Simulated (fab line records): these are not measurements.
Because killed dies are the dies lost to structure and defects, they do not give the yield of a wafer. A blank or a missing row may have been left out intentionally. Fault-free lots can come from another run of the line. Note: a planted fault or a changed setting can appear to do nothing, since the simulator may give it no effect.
Which tool was responsible?	flow rit-cmos	Sampling: 14 lots, 42 wafers, 4 of 202 route steps

## WHAT EACH GAUGE READ, for each wafer
RIT_NRETRO_TW_MEAS_10.
lot	measured	on	NRETRO_TW
L567	day 2 06:14	film-metro-02	1053 1046 1048
L568	day 2 10:47	film-metro-01	1043 1044 1037
L569	day 2 16:48	film-metro-01	1036 1037 1037
L571	day 3 02:13	film-metro-01	1044 1052 1045
L572	day 3 10:59	film-metro-03	1027 1035 1037
L574	day 3 16:36	film-metro-03	1033 1034 1034
L577	day 4 07:52	film-metro-01	1033 1044 1041
L579	day 4 17:56	film-metro-03	1038 1039 1035
L580	day 4 23:15	film-metro-01	1036 1037 1037
L584	day 5 21:32	film-metro-01	1048 1042 1040
L585	day 6 01:44	film-metro-03	1036 1045 1034
L587	day 6 11:41	film-metro-01	1043 1043 1039
L589	day 6 21:00	film-metro-03	1043 1039 1034
L590	day 7 03:40	film-metro-02	1042 1041 1045

RIT_CONTACT_CD_MEAS_90: target cd 1000 nm.
lot	measured	on	cd-nm (nm)
L567	day 3 04:29	cd-sem-02	1000.6 999.4 999.1
L568	day 3 09:45	cd-sem-02	998.7 1000.6 997.6
L569	day 3 17:28	cd-sem-02	1001.8 999.5 1000.6
L571	day 4 00:30	cd-sem-02	1003.0 1003.5 1002.8
L572	day 4 10:14	cd-sem-01	998.8 998.6 998.6
L574	day 4 15:42	cd-sem-02	1000.7 996.9 1000.2
L577	day 5 09:10	cd-sem-01	999.9 1000.1 999.8
L579	day 5 17:59	cd-sem-01	993.7 997.6 998.3
L580	day 6 02:16	cd-sem-01	1002.7 1000.0 1001.9
L584	day 6 21:37	cd-sem-02	1001.5 998.8 999.9
L585	day 7 01:28	cd-sem-01	1004.0 1003.5 1004.5
L587	day 7 12:06	cd-sem-02	1002.2 1003.5 999.1
L589	day 7 18:38	cd-sem-01	999.4 999.6 996.9
L590	day 8 02:31	cd-sem-01	999.7 999.0 998.1

## WHAT TOOL EACH LOT RAN ON (gives the tool, then ch and the chambers of the sampled wafers, and finally the start)
lot	RIT_ACTIVE_OXIDATION_01	RIT_PWELL_STRIP_09
L567	furnace-04 ch 0, day 1 10:07	plasma-asher-04 ch 0,1, day 1 23:04
L568	furnace-01 ch 0, day 1 15:07	plasma-asher-03 ch 0,1, day 2 03:19
L569	furnace-01 ch 0, day 1 20:07	plasma-asher-01 ch 0,1, day 2 09:40
L571	furnace-04 ch 0, day 2 06:07	plasma-asher-04 ch 0,1, day 2 18:35
L572	furnace-01 ch 0, day 2 11:07	plasma-asher-01 ch 0,1, day 3 03:20
L574	furnace-01 ch 0, day 2 21:26	plasma-asher-03 ch 0,1, day 3 09:29
L577	furnace-01 ch 0, day 3 12:07	plasma-asher-04 ch 0,1, day 4 00:28
L579	furnace-02 ch 0, day 3 22:39	plasma-asher-04 ch 0,1, day 4 10:43
L580	furnace-04 ch 0, day 4 03:31	plasma-asher-03 ch 1, day 4 16:05
L584	furnace-02 ch 0, day 4 23:07	plasma-asher-04 ch 0,1, day 5 14:19
L585	furnace-02 ch 0, day 5 06:04	plasma-asher-03 ch 0,1, day 5 18:43
L587	furnace-04 ch 0, day 5 14:07	plasma-asher-03 ch 0,1, day 6 04:28
L589	furnace-04 ch 0, day 6 00:07	plasma-asher-01 ch 0,1, day 6 13:09
L590	furnace-01 ch 0, day 6 05:07	plasma-asher-04 ch 0,1, day 6 20:14
- RIT_ACTIVE_OXIDATION_01: target thk 46.8 nm, ox time 3209 s.
- RIT_PWELL_STRIP_09: strips in O2, time 180 s.

## WHAT THE TOOLS THEMSELVES READ (means of the sampled wafers that have a number; where no wafer has one, the mark that the record gives instead)
RIT_PWELL_STRIP_09.
lot	tool	drypump-motor-current-A (A)
L567	plasma-asher-04	6.17
L568	plasma-asher-03	5.91
L569	plasma-asher-01	5.93
L571	plasma-asher-04	6.02
L572	plasma-asher-01	6.11
L574	plasma-asher-03	5.75
L577	plasma-asher-04	6.19
L579	plasma-asher-04	6.02
L580	plasma-asher-03	6.07
L584	plasma-asher-04	6.21
L585	plasma-asher-03	5.90
L587	plasma-asher-03	5.76
L589	plasma-asher-01	5.93
L590	plasma-asher-04	6.21

## THE ANSWER, worked out from the rows above alone
Rule: what is usual is taken from the lots themselves. Put in order of their means at a reading, lots are off if they are a third of the lots or fewer, leave a main group of 4 or more, and stand apart from it by a gap of 3 or more times the standard deviation of the main group's means; of several such gaps the widest counts. If all means in a main group match to the digits the tables above print for the reading, that group is not used. A lot without any number at a reading at which 4 lots or more have one is off too. Any other lot the step has rows for is counted as sound. The gauges are gone through in route order, then the tools' own readings, and for those a lot's mean is taken as printed above. The first step at which some lot is off is used, and at that step the reading that is off furthest; a lot without a number counts as furthest.
None of the lots is off at any reading shown; this tells nothing.

## WHAT HAD BEEN PUT IN BY THE SIMULATOR
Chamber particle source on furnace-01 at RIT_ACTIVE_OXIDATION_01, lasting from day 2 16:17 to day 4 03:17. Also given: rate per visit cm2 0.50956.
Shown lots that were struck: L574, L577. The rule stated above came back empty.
